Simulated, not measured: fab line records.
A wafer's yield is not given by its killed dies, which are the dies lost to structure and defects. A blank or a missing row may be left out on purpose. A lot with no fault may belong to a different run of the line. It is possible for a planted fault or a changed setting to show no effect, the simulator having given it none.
Comparing a struck lot with a sound one -- flow rit cmos -- 45 steps out of a route of 202
Sound: the wafers L729.1, L729.4, L729.5. Wafers struck: L727.2, L727.4, L727.6. The cause comes at the end.
Per side, at each step with rows, come the tool, then ch with its chambers, and then its first start. Under that, the readings that differ: sound wafers -- struck wafers -- difference of the means -- sigmas: that difference in standard deviations of wafers without a fault.
alike: readings with means less than 2 such deviations apart, plus words and numbers identical on both sides. not compared: withheld readings, readings lacking a value on some wafer, bounds such as >300 that could conceal the same value, and numbers that have no deviation in the record and whose values overlap.
A row with sigmas, a row that says differs or no value, or rows on one side alone: a step with any of these is where the two part. Numbers that don't overlap but have no deviation are shown without sigmas and don't part them. A reading that every wafer of one side lacks parts them only if that side has two wafers or more.

RIT_GATE_CD_MEAS_16 targets a cd of 150 nm.
  sound on cd sem-01 at day 7 07:15; struck on cd sem-01 at day 6 18:22
  alike: cd nm
RIT_GATE_OVL_MEAS_17:
  sound on overlay-01 at day 7 07:22; struck on overlay-02 at day 6 18:28
reading,sound,struck,difference,sigmas
GATE_OVL (nm),2.3 1.5 0.7,-1.3 -1.4 -1.6,-2.9,-2
then, 1 step without rows for these wafers: RIT_GATE_HARDBAKE_18 (time 60 s).
RIT_GATE_ETCH_19: etches poly-Si in SF6/CHF3/O2, stops on SiO2, time 165 s, target depth 312.5 nm.
  sound on rie si-02 ch 1,2,3, day 7 07:33; struck on rie si-02 ch 1,2, day 6 18:39
  alike: drypump motor current A, oes product au, throttle valve pct
  not compared: rf hours counter h
RIT_GATE_STRIP_20: strips in O2, time 180 s.
  sound on plasma asher-02 ch 0,1, day 7 07:40; struck on plasma asher-03 ch 0,1, day 6 18:46
  alike: drypump motor current A
  not compared: rf hours counter h
RIT_GATE_CD_MEAS_90 targets a cd of 150 nm.
  sound on cd sem-01 at day 7 07:50; struck on cd sem-01 at day 6 18:58
  alike: cd nm
then, 4 steps without rows for these wafers: RIT_REOX_CLEAN_00 (cleans in SC1, time 600 s); RIT_REOX_CLEAN_01 (cleans in dHF, time 30 s); RIT_REOX_CLEAN_02 (cleans in SC2, time 586.1 s); RIT_REOX_OXIDATION_03 (target thk 25.2 nm, ox time 5580 s).
RIT_REOX_THK_MEAS_04:
  sound on film metro-01 at day 7 11:28; struck on film metro-03 at day 7 00:06
  alike: REOX_OXIDE_THK
then, 1 step without rows for these wafers: RIT_NLDD_HMDS_00 (prime time 60 s).
RIT_NLDD_COAT_01: resist thk 1000 nm.
  struck on litho track-02, day 7 00:20; sound on litho track-02 ch 0, day 7 11:41
  no value came back on the struck wafers for chill plate temp C (C), dispense pressure kPa (kPa); on the sound wafers chill plate temp C (C) reads 22.95 22.95 22.99
then, 4 steps without rows for these wafers: RIT_NLDD_SOFTBAKE_02 (time 60 s); RIT_NLDD_EXPOSE_03 (exposes mask M7, target cd 40700 nm); RIT_NLDD_PEB_04; RIT_NLDD_DEVELOP_05 (develop time 50 s).
RIT_NLDD_OVL_MEAS_06:
  sound on overlay-02 at day 7 12:30; struck on overlay-01 at day 7 01:01
reading,sound,struck,difference,sigmas
NLDD_OVL (nm),0.0 0.2 1.1,- - -,no value on the struck wafers,
then, 2 steps without rows for these wafers: RIT_NLDD_HARDBAKE_07 (time 60 s); RIT_NLDD_IMPLANT_08.
RIT_NLDD_STRIP_09: strips in O2, time 180 s.
  sound on plasma asher-03 ch 0,1, day 7 12:50; struck on plasma asher-04 ch 0,1, day 7 01:20
  alike: drypump motor current A
  not compared: rf hours counter h
RIT_NLDD_TW_MEAS_10:
  sound on film metro-02 at day 7 13:01; struck on film metro-04 at day 7 01:31
  alike: NLDD_TW
then, 6 steps without rows for these wafers: RIT_PLDD_HMDS_00 (prime time 60 s); RIT_PLDD_COAT_01 (resist thk 1000 nm); RIT_PLDD_SOFTBAKE_02 (time 60 s); RIT_PLDD_EXPOSE_03 (exposes mask M8, target cd 40900 nm); RIT_PLDD_PEB_04; RIT_PLDD_DEVELOP_05 (develop time 50 s).
RIT_PLDD_OVL_MEAS_06:
  sound on overlay-02 at day 7 14:03; struck on overlay-01 at day 7 02:26
  alike: PLDD_OVL
then, 2 steps without rows for these wafers: RIT_PLDD_HARDBAKE_07 (time 60 s); RIT_PLDD_IMPLANT_08.
RIT_PLDD_STRIP_09: strips in O2, time 180 s.
  sound on plasma asher-04 ch 0,1, day 7 14:23; struck on plasma asher-02 ch 0,1, day 7 02:46
  alike: drypump motor current A
  not compared: rf hours counter h
RIT_PLDD_TW_MEAS_10:
  sound on film metro-01 at day 7 14:34; struck on film metro-04 at day 7 02:56
reading,sound,struck,difference,sigmas
PLDD_TW,2360 2376 2355,2864 2871 2872,+505,+42
then, 4 steps without rows for these wafers: RIT_SPACER_CLEAN_00 (cleans in SC1, time 600 s); RIT_SPACER_CLEAN_01 (cleans in dHF, time 30 s); RIT_SPACER_CLEAN_02 (cleans in SC2, time 600 s); RIT_SPACER_CVD_03 (deposits Si3N4 from SiH2Cl2/NH3, target thk 250 nm, time 3300 s).
RIT_SPACER_THK_MEAS_04:
  sound on film metro-02 at day 7 17:05; struck on film metro-03 at day 7 05:29
  alike: SPACER_NITRIDE_THK
RIT_SPACER_ETCHBACK_05: etches Si3N4 in SF6/CHF3, stops on SiO2, target depth 250 nm, time 240 s.
  sound on rie diel-02 ch 0,2,3, day 7 17:09; struck on rie diel-02 ch 0,1, day 7 05:32
  alike: drypump motor current A, oes product au, throttle valve pct
  not compared: rf hours counter h
then, 3 steps without rows for these wafers: RIT_NSD_HMDS_00 (prime time 60 s); RIT_NSD_COAT_01 (resist thk 1000 nm); RIT_NSD_SOFTBAKE_02 (time 60 s).
RIT_NSD_TW_MEAS_10:
  sound on film metro-01 at day 7 18:52; struck on film metro-01 at day 7 07:13
reading,sound,struck,difference,sigmas
NSD_TW,3170 3135 3163,3375 3352 3354,+204,+13
RIT_PSD_TW_MEAS_10:
  sound on film metro-01 at day 7 20:34; struck on film metro-02 at day 7 08:38
reading,sound,struck,difference,sigmas
PSD_TW,3455 3450 3487,3558 3527 3554,+82,+4
RIT_M1_PROBE_99:
  sound on prober-01 at day 8 04:41; struck on prober-01 at day 7 17:05
reading,sound,struck,difference,sigmas
killed at front end,10 8 9,264 263 264,+255,+80
killed dies,10 8 9,264 264 264,+255,+80
killed on rim,2 3 3,70 70 70,+67,+48
killed open,4 6 8,2 2 1,-4,-2
  alike: killed at contacts, killed short

## WHERE THEY PART
First at RIT_GATE_OVL_MEAS_17; last, within this record, at RIT_M1_PROBE_99.

WHY: whatever the simulator had introduced
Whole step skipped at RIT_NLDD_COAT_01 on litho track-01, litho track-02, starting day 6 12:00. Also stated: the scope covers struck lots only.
